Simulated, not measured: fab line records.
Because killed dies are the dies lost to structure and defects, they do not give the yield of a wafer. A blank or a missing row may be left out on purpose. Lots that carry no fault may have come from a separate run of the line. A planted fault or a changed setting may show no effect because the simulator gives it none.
fab line records | flow ritCmos
record lots=7 wafers=21 lastDay=7
route steps=202 shown PLDD@118 SPACER@125 M1@202
lots with no fault: from the same line, run without faults
startH: the number of hours between the record's first day and the start of the first shown wafer of the lot | waitH: how many hours have passed since the lot's step before this one | " same as the row above | L1.1+2: one row covering several wafers at once | - no value, or no start was given | * or withheld: withheld | < > ~ a bound
route shown NAME@n: names a module that has steps shown in the file, with the first one's number in the route | usual: average and standard deviation across the fault-free wafers | same: alike in all rows | chamber/n: place in a boat | sites: the reading at each site | _std_site: the values' standard deviation | _edge_site: the outer-site mean with the inner-site mean subtracted | radiusMm: for every site, how far away it sits from the centre of the wafer | mask NAME#n: copy n | behind: tool/chamber where the wafer was last shaped | hold: why the lot was held/for how many hours/how that ended | device: transistor that didn't switch, given as n, p or np | end of line: tests of these same wafers at the route's end | a step without rows: its recipe alone | killed: at the first sort, the dies lost to defects and structure; wafer yield is something else | map: the dies of a wafer, with x for killed, . for not killed, _ for no die there
set.NAME: the setting as run; set.NAME@STEP: as run at that earlier step | model.NAME: the simulator's own value behind a step, which no gauge read
certain route steps with their lots: each step a table, each wafer a row
services: from which hour (startH, from the record's first day; less than 0 if before it) a tool's chamber was out of use, for how many hours, and why
## steps
# step RIT_PLDD_PEB_04
# recipe resist=NOVOLAK tempC=withheld timeS=withheld
# step RIT_PLDD_DEVELOP_05
# recipe resist=NOVOLAK developTimeS=50 devTempC=23
# step RIT_PLDD_OVL_MEAS_06
# usual PLDD_OVL=0.1/1.3
# columns lot.wafer tool chamber startH waitH PLDD_OVL[nm]
L836.2 overlay-01 - 45.27 - -2.1
L836.5 " - " " 0.6
L836.6 " - " " -2.0
L839.1 overlay-01 - 63.06 - 1.6
L839.2 " - " " 1.1
L839.5 " - " " 1.0
L840.2 overlay-01 - 65.74 - -1.2
L840.3 " - " " -0.3
L840.6 " - " " -0.5
L841.1 overlay-01 - 69.46 - 0.3
L841.4 " - " " -0.9
L841.6 " - " " -0.7
L850.2 overlay-02 - 118.41 - -1.8
L850.3 " - " " -1.0
L850.5 " - " " 1.1
L851.2 overlay-02 - 120.97 - -0.2
L851.4 " - " " -1.0
L851.6 " - " " 0.7
L856.3 overlay-02 - 148.79 - 2.3
L856.4 " - " " 1.1
L856.6 " - " " 1.0
# step RIT_PLDD_HARDBAKE_07
# recipe resist=NOVOLAK tempC=140 timeS=60
# step RIT_PLDD_IMPLANT_08
# recipe species=BF2 energyKev=19.62 doseCm2=9e+14 tiltDeg=7
# step RIT_PLDD_STRIP_09
# recipe chemistry=O2 timeS=180 resist=NOVOLAK platenTempC=withheld powerW=500 pressureMtorr=4000 o2FlowSccm=4000
# usual drypumpMotorCurrentA=6.0/0.35
# columns lot.wafer tool chamber startH waitH drypumpMotorCurrentA rfHoursCounterH
L836.2 plasmaAsher-01 0 45.60 0.1 5.8 37
L836.5 " 1 " " 6.4 -
L836.6 " 0 " " 5.8 -
L839.1 plasmaAsher-04 1 63.40 0.1 6.4 42
L839.2 " 0 " " 5.6 42
L839.5 " 1 " " 6.4 -
L840.2 plasmaAsher-03 1 66.07 0.1 5.7 44
L840.3 " 0 " " 6.4 -
L840.6 " 0 " " 6.4 -
L841.1 plasmaAsher-01 0 69.79 0.1 5.8 40
L841.4 " 0 " " 5.8 -
L841.6 " 0 " " 5.8 -
L850.2 plasmaAsher-01 1 118.74 0.1 6.4 45
L850.3 " 1 " " 6.4 -
L850.5 " 0 " " 5.8 -
L851.2 plasmaAsher-04 0 121.30 0.1 5.6 0
L851.4 " 0 " " 5.6 -
L851.6 " 0 " " 5.6 -
L856.3 plasmaAsher-03 1 149.17 0.1 5.7 -
L856.4 " 0 " " 6.4 -
L856.6 " 0 " " 6.4 -
# step RIT_PLDD_TW_MEAS_10
# usual PLDD_TW=2326/20
# columns lot.wafer tool chamber startH waitH PLDD_TW
L836.2 filmMetro-01 - 45.79 0.1 2312
L836.5 " - " " 2318
L836.6 " - " " 2328
L839.1 filmMetro-04 - 63.57 0.1 2339
L839.2 " - " " 2343
L839.5 " - " " 2367
L840.2 filmMetro-01 - 66.26 0.1 2319
L840.3 " - " " 2303
L840.6 " - " " 2301
L841.1 filmMetro-03 - 69.97 0.1 2327
L841.4 " - " " 2344
L841.6 " - " " 2339
L850.2 filmMetro-03 - 118.92 0.1 2343
L850.3 " - " " 2341
L850.5 " - " " 2337
L851.2 filmMetro-04 - 121.48 0.1 2346
L851.4 " - " " 2352
L851.6 " - " " 2348
L856.3 filmMetro-01 - 149.30 0.1 2308
L856.4 " - " " 2311
L856.6 " - " " 2311
# step RIT_SPACER_CLEAN_00
# recipe chemistry=SC1 mix=3:3:50 timeS=600 tempC=75
# step RIT_SPACER_CLEAN_01
# recipe chemistry=dHF dilution=50:1 timeS=30
# step RIT_SPACER_CLEAN_02
# recipe chemistry=SC2 mix=3:3:50 timeS=600 tempC=75 dry=n2Spin
# step RIT_SPACER_CVD_03
# recipe material=Si3N4 targetThkNm=250 tempC=810 precursor=SiH2Cl2/NH3 timeS=3300 pressureMtorr=300 sih2cl2FlowSccm=60 nh3FlowSccm=150
# step RIT_SPACER_THK_MEAS_04
# recipe reads=Si3N4_of_SPACER_CVD_03
# usual SPACER_NITRIDE_THK=249.8/2.6
# columns lot.wafer tool chamber startH waitH SPACER_NITRIDE_THK[nm]
L836.2 filmMetro-03 - 48.13 0.0 252.7
L836.5 " - " " 251.1
L836.6 " - " " 250.5
L839.1 filmMetro-02 - 65.92 0.0 249.1
L839.2 " - " " 246.6
L839.5 " - " " 249.9
L840.2 filmMetro-02 - 68.60 0.0 250.1
L840.3 " - " " 250.1
L840.6 " - " " 248.9
L841.1 filmMetro-02 - 72.31 0.0 250.7
L841.4 " - " " 251.4
L841.6 " - " " 253.3
L850.2 filmMetro-02 - 121.79 0.0 245.8
L850.3 " - " " 247.2
L850.5 " - " " 249.1
L851.2 filmMetro-03 - 124.90 0.0 247.5
L851.4 " - " " 247.7
L851.6 " - " " 249.0
L856.3 filmMetro-01 - 151.68 0.0 247.5
L856.4 " - " " 247.1
L856.6 " - " " 245.4
# step RIT_SPACER_ETCHBACK_05
# recipe targetDepthA=2500 SF6_flow_sccm=30 CHF3_flow_sccm=30 target=Si3N4 chemistry=SF6/CHF3 pressureMtorr=40 rfW=250 timeS=240 stopOn=SiO2
# usual CHF3_flow_sccm=30.00/0.082 SF6_flow_sccm=29.99/0.085 drypumpMotorCurrentA=5.9/0.42 oesProductAu=0.843/0.017 throttleValvePct=10.25/0.13
# columns lot.wafer tool chamber startH waitH CHF3_flow_sccm SF6_flow_sccm drypumpMotorCurrentA oesProductAu rfHoursCounterH throttleValvePct model.poly-Si_of_GATE_CVD_08.thkNm model.Si3N4_of_SPACER_CVD_03.thkNm model.SiO2_of_FOX2_OXIDATION_00.thkNm
L836.2 rieDiel-01 0 48.18 0.0 30.12 29.89 5.7 0.857 160 10.20 165.3 196 173.6
L836.5 " 0 " " 29.97 30.04 5.7 0.846 - 10.19 161.6 194.6 178.6
L836.6 " 3 " " 30.12 29.94 6.0 0.843 - 10.61 167.6 197.2 173.8
L839.1 rieDiel-03 2 65.98 0.1 - - - - - - 231.7 249.2 229.2
L839.2 " 0 " " - - - - - - 232 246.6 230.1
L839.5 " 1 " " - - - - - - 231.6 250 230.5
L840.2 rieDiel-04 3 68.65 0.0 - - - - - - 234.8 250.1 232
L840.3 " 1 " " - - - - - - 233 250 221.2
L840.6 " 1 " " - - - - - - 237.6 248.8 225.5
L841.1 rieDiel-01 0 72.37 0.1 - - - - - - 235.2 250.8 233.1
L841.4 " 3 " " - - - - - - 232.1 251.3 229.1
L841.6 " 2 " " - - - - - - 232.3 253.3 227.8
L850.2 rieDiel-04 0 121.84 0.0 29.92 30.07 6.2 0.859 131 10.26 161.6 192 179
L850.3 " 2 " " 29.92 30.11 6.3 0.827 136 10.11 164.8 193.7 171.7
L850.5 " 0 " " 30.03 30.03 6.2 0.875 - 10.23 163.7 194.5 173.8
L851.2 rieDiel-03 2 124.95 0.0 30.13 30.11 5.8 0.830 130 10.28 163.8 192.6 172.2
L851.4 " 3 " " 29.97 30.05 4.9 0.835 70 10.19 164.1 194.1 175.3
L851.6 " 0 " " 29.97 29.94 5.6 0.864 - 10.17 162.8 193.3 171.5
L856.3 rieDiel-04 3 151.72 0.0 29.99 29.88 5.7 0.819 30 10.29 165.1 194.4 188.3
L856.4 " 0 " " 30.04 30.02 6.2 0.860 131 10.25 163.4 192.4 183
L856.6 " 3 " " 30.01 29.99 5.7 0.811 - 10.29 166.2 192.1 188.7
# step RIT_M1_PROBE_99
# usual killedAtContacts=0.1/0.25 killedAtFrontEnd=6.3/2.9 killedDies=6.4/2.8 killedOnRim=1.7/1.4 killedOpen=3.3/2 killedShort=3.1/2
# same grossDies=264 killed_at_M0_to_M3=0 killed_at_M4_up=0 killedAtBackSide=0 killedAtOther=0
# columns lot.wafer tool chamber startH waitH killedAtContacts killedAtFrontEnd killedDies killedOnRim killedOpen killedShort
L839.1 prober-02 - 77.08 0.1 1 263 264 70 1 1
L839.2 prober-02 - 77.13 0.1 0 264 264 70 2 4
L839.5 prober-02 - 77.28 0.2 0 264 264 70 1 0
L840.2 prober-01 - 80.01 0.1 0 264 264 70 1 4
L840.3 prober-01 - 80.06 0.2 0 264 264 70 7 6
L840.6 prober-01 - 80.21 0.2 0 264 264 70 3 2
L841.1 prober-02 - 83.56 0.1 0 264 264 70 2 6
L841.4 prober-02 - 83.71 0.2 0 264 264 70 3 1
L841.6 prober-02 - 83.81 0.2 0 264 264 70 2 7
L851.2 prober-01 - 136.09 0.1 0 3 3 1 2 1
# killed by level:class
L839.1 SPACER:areaEtchback=262 FOX2:geometricParticle:open=1 CONTACT:geometricParticle:short=1
L839.2 SPACER:areaEtchback=258 SPACER:geometricParticle:short=3 GATE:geometricParticle:short=1 GATE:geometricParticle:open=1 SILICIDE:geometricParticle:open=1
L839.5 SPACER:areaEtchback=263 GATE:geometricParticle:open=1
L840.2 SPACER:areaEtchback=259 GATE:geometricParticle:short=2 FOX1:geometricParticle:short=1 FOX2:geometricParticle:short=1 GATE:geometricParticle:open=1
L840.3 SPACER:areaEtchback=251 GATE:geometricParticle:open=5 GATE:geometricParticle:short=4 SPACER:geometricParticle:short=2 FOX1:geometricParticle:open=1 FOX2:geometricParticle:open=1
L840.6 SPACER:areaEtchback=259 FOX1:geometricParticle:open=1 GATE:geometricParticle:short=1 GATE:geometricParticle:open=1 SPACER:geometricParticle:open=1 SILICIDE:geometricParticle:short=1
L841.1 SPACER:areaEtchback=256 GATE:geometricParticle:short=2 FOX1:geometricParticle:short=1 GATE:geometricParticle:open=1 REOX:geometricParticle:open=1 REOX:geometricParticle:short=1 SPACER:geometricParticle:short=1 SILICIDE:geometricParticle:short=1
L841.4 SPACER:areaEtchback=260 GATE:geometricParticle:open=3 SPACER:geometricParticle:short=1
L841.6 SPACER:areaEtchback=255 REOX:geometricParticle:short=2 FOX1:geometricParticle:short=1 FOX2:geometricParticle:short=1 GATE:geometricParticle:short=1 REOX:geometricParticle:open=1 SPACER:geometricParticle:short=1 SILICIDE:geometricParticle:open=1
L851.2 GATE:geometricParticle:open=1 GATE:geometricParticle:short=1 SPACER:geometricParticle:open=1
# map L839.1 (x killed, . not)
________xxxxxxx_______
_____xxxxxxxxxxxxx____
____xxxxxxxxxxxxxxx___
___xxxxxxxxxxxxxxxxx__
__xxxxxxxxxxxxxxxxxxx_
__xxxxxxxxxxxxxxxxxxx_
_xxxxxxxxxxxxxxxxxxxxx
_xxxxxxxxxxxxxxxxxxxxx
_xxxxxxxxxxxxxxxxxxxxx
_xxxxxxxxxxxxxxxxxxxxx
__xxxxxxxxxxxxxxxxxxx_
__xxxxxxxxxxxxxxxxxxx_
___xxxxxxxxxxxxxxxxx__
____xxxxxxxxxxxxxxx___
_____xxxxxxxxxxxxx____
________xxxxxxx_______
# map L840.2 (x killed, . not)
________xxxxxxx_______
_____xxxxxxxxxxxxx____
____xxxxxxxxxxxxxxx___
___xxxxxxxxxxxxxxxxx__
__xxxxxxxxxxxxxxxxxxx_
__xxxxxxxxxxxxxxxxxxx_
_xxxxxxxxxxxxxxxxxxxxx
_xxxxxxxxxxxxxxxxxxxxx
_xxxxxxxxxxxxxxxxxxxxx
_xxxxxxxxxxxxxxxxxxxxx
__xxxxxxxxxxxxxxxxxxx_
__xxxxxxxxxxxxxxxxxxx_
___xxxxxxxxxxxxxxxxx__
____xxxxxxxxxxxxxxx___
_____xxxxxxxxxxxxx____
________xxxxxxx_______
## services
# columns tool chamber startH hours kind
plasmaAsher-03 - 32.03 0.3 repair
rieDiel-03 3 55.04 15.0 repair
plasmaAsher-03 - 59.40 2.3 repair
rieDiel-04 - 65.34 1.1 repair
rieDiel-03 1 81.72 18.8 repair
rieDiel-01 0 92.90 - clean
rieDiel-01 0 92.90 15.9 scheduledDown
rieDiel-01 0 92.90 15.9 ventCycle
rieDiel-03 - 97.19 2.8 pm
rieDiel-03 2 107.50 12.0 repair
plasmaAsher-04 - 108.75 9.0 pm
plasmaAsher-04 0 108.75 9.0 ventCycle
plasmaAsher-04 1 108.75 9.0 ventCycle
rieDiel-01 3 108.78 - clean
rieDiel-01 3 108.78 17.9 scheduledDown
rieDiel-01 3 108.78 17.9 ventCycle
rieDiel-01 - 110.22 0.2 repair
plasmaAsher-04 0 117.75 - clean
plasmaAsher-04 1 117.75 - clean
## key
firstSign step=RIT_SPACER_ETCHBACK_05 reading=toolRecord direction=missing
effect step=RIT_M1_PROBE_99 reading=killedDies direction=up sigmas=91 usual=6.4 struck=264
modelEffect step=RIT_SPACER_ETCHBACK_05 value=poly-Si_of_GATE_CVD_08.thkNm without=167.9 struck=233.4
moreKillsBornAt RIT_SPACER_ETCHBACK_05@rieDiel-03=783 RIT_SPACER_ETCHBACK_05@rieDiel-01=771 RIT_SPACER_ETCHBACK_05@rieDiel-04=769
metAt RIT_SPACER_ETCHBACK_05
struckWafers L839.1,L839.2,L839.5,L840.2,L840.3,L840.6,L841.1,L841.4,L841.6
laterRowsLeftOut L839.1,L839.2,L839.5,L840.2,L840.3,L840.6,L841.1,L841.4,L841.6
testerLeftOut L839,L840,L841
onsetBetween 48.18 65.98
fault kind=skippedStepWhole tool=rieDiel-01,rieDiel-03,rieDiel-04 chamber=- onsetH=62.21 steps=RIT_SPACER_ETCHBACK_05 scope=struckLotsOnly
# testerLeftOut: of these lots the tester's yield and bins aren't shown, on N5 and GAA mostly nor the transistor test; their killed dies are dies lost to structure and defects alone, not to doping, threshold or leakage, so they don't give the yield
# laterRowsLeftOut: the simulator's readings of these wafers behind a module that went badly wrong aren't trusted and aren't shown, but for the sort
